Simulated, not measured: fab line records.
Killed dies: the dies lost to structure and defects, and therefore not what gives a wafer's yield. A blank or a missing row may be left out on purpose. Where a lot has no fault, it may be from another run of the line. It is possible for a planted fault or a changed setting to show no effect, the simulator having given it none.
One fault through the eyes of 2 desks	flow rit-cmos	each desk has only its own numbers; what lay behind them comes last

FROM THE METROLOGY DESK
What the gauges read for every lot (on any tool): the sampled wafers with a number, averaged. Any lot whose mean is over 4 standard deviations away from the usual mean is out of limits and marked OUT; that distance is given in the brackets.
Columns: A = NWELL_RS at RIT_WELLDRIVE_RS_MEAS_01, usual 275.5 ohm/sq
lot	first seen here	A
L679	day 2 12:40	275.2
L680	day 2 16:00	274.9
L681	day 2 20:40	277.1
L685	day 3 17:03	274.8
L686	day 3 20:24	276.8
L687	day 4 01:30	275.1
L688	day 4 06:37	275.6
L689	day 4 15:31	275.5
L691	day 5 02:43	275.2
L692	day 5 10:37	274.8
L693	day 5 15:44	276.6
L696	day 6 11:33	282.6 (+8.4) OUT
L700	day 7 01:08	281.3 (+6.8) OUT
L702	day 7 04:29	276.0
Finding of this desk: L696, L700 out of limits, first seen on L696 at day 6 11:33 (NWELL_RS at RIT_WELLDRIVE_RS_MEAS_01). L679, L680, L681, L685, L686, L687, L688, L689, L691, L692, L693, L702 stayed within limits.

THE TOOL OWNER'S DESK: implanter-02
The tool's own readings at RIT_NWELL_IMPLANT_08, given as means over the sampled wafers that have a number, one for each lot that went through this tool. Any lot whose mean is over 4 standard deviations away from the usual mean is out of limits and marked OUT; that distance is given in the brackets.
Columns: A = dose-ions-cm2 at RIT_NWELL_IMPLANT_08, usual 5e+13; B = end-station-pressure-torr at RIT_NWELL_IMPLANT_08, usual 5.11e-06 Torr
lot	first seen here	A	B
L679	day 2 04:32	5e+13	4.77e-06
L680	day 2 08:41	5e+13	5.13e-06
L681	day 2 13:04	5e+13	5.00e-06
L696	day 6 01:40	5e+13 (-35) OUT	4.94e-06
L700	day 6 17:58	5e+13 (-34) OUT	5.35e-06
This desk's finding: out of limits on L696, L700; first on L696, day 6 01:40 (dose-ions-cm2 at RIT_NWELL_IMPLANT_08). L679, L680, L681 stayed within limits.

PUT TOGETHER
On L696, L700, at day 6 01:40, an alarm was possible from the tool owner's desk.
At day 6 11:33 the metrology desk could have sounded an alarm, on L696, L700.
Of the lots named, all ran RIT_NWELL_IMPLANT_08 on implanter-02.

WHAT WAS PUT IN BY THE SIMULATOR
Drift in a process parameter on implanter-02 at RIT_NWELL_IMPLANT_08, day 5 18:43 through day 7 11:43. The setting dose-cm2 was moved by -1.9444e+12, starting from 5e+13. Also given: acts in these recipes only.
Struck lots among those shown: L696, L700.
Counting hours from when the fault started, the first reading out of limits came at 7 for the tool owner's desk and at 17 for the metrology desk.
